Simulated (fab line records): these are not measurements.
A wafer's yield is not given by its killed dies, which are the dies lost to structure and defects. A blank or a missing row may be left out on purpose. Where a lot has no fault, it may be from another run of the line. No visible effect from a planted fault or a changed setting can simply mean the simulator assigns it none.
Chamber matching	flow rit-cmos	RIT_GATE_ETCH_19 on rie-si-02: 4 sister chambers
The step etches poly-Si in SF6/CHF3/O2, stops on SiO2, time 165 s, target depth 312.5 nm. 16 wafers are shown with their chamber, then 7 later ones without.

## EACH WAFER AND ITS CHAMBER
wafer	chamber	throttle-valve-pct (%)	drypump-motor-current-A (A)	oes-product-au (a.u.)
L681.1	2	10.05	5.6	0.848
L681.3	0	10.04	4.9	0.826
L681.4	1	10.39	6.4	0.853
L683.1	1	10.38	6.4	0.864
L683.2	3	10.12	5.6	0.839
L683.5	3	10.14	5.5	0.846
L685.1	3	10.12	5.5	0.840
L685.4	0	10.05	5.0	0.831
L687.1	1	10.37	6.4	0.863
L687.3	2	10.06	5.6	0.843
L687.6	3	10.13	5.5	0.841
L689.2	2	10.05	5.5	0.840
L689.3	3	10.10	5.5	0.832
L689.6	0	10.06	4.9	0.825
L699.2	0	10.06	4.9	0.826
L699.4	1	10.38	6.4	0.855

SIGNATURES (means of the wafers above)
reading	chamber 0	chamber 1	chamber 2	chamber 3	scatter within a chamber
throttle-valve-pct	10.0525	10.3800	10.0533	10.1220	0.0109
drypump-motor-current-A	4.925	6.400	5.567	5.520	0.043
oes-product-au	0.82700	0.85875	0.84367	0.83960	0.00455
Rule: distance of a wafer from a chamber = root of the sum over the readings of ((wafer's reading minus chamber's mean) / reading's scatter) squared. If the next closest chamber is less than 2 further off than the closest, the wafer can't be placed; otherwise it belongs to the closest. The scatter: the root of (the sum of the squares of (reading less its chamber's mean) over the shown wafers, divided by (wafers less chambers)).

## WAFERS MISSING THEIR CHAMBER
wafer	throttle-valve-pct (%)	drypump-motor-current-A (A)	oes-product-au (a.u.)
L699.6	10.13	5.6	0.836
L701.3	10.06	4.9	0.824
L701.4	10.40	6.4	0.853
L701.5	10.40	6.4	0.847
L703.1	10.04	5.0	0.828
L703.5	10.06	5.6	0.844
L703.6	10.39	6.4	0.841

## EACH ONE'S CHAMBER
wafer	from the rows above	in truth
L699.6	3	3
L701.3	0	0
L701.4	1	1
L701.5	1	1
L703.1	0	0
L703.5	2	2
L703.6	1	1
Correctly placed: 7 of 7. Left unplaced by these rows: 0. 0 placed wrongly.
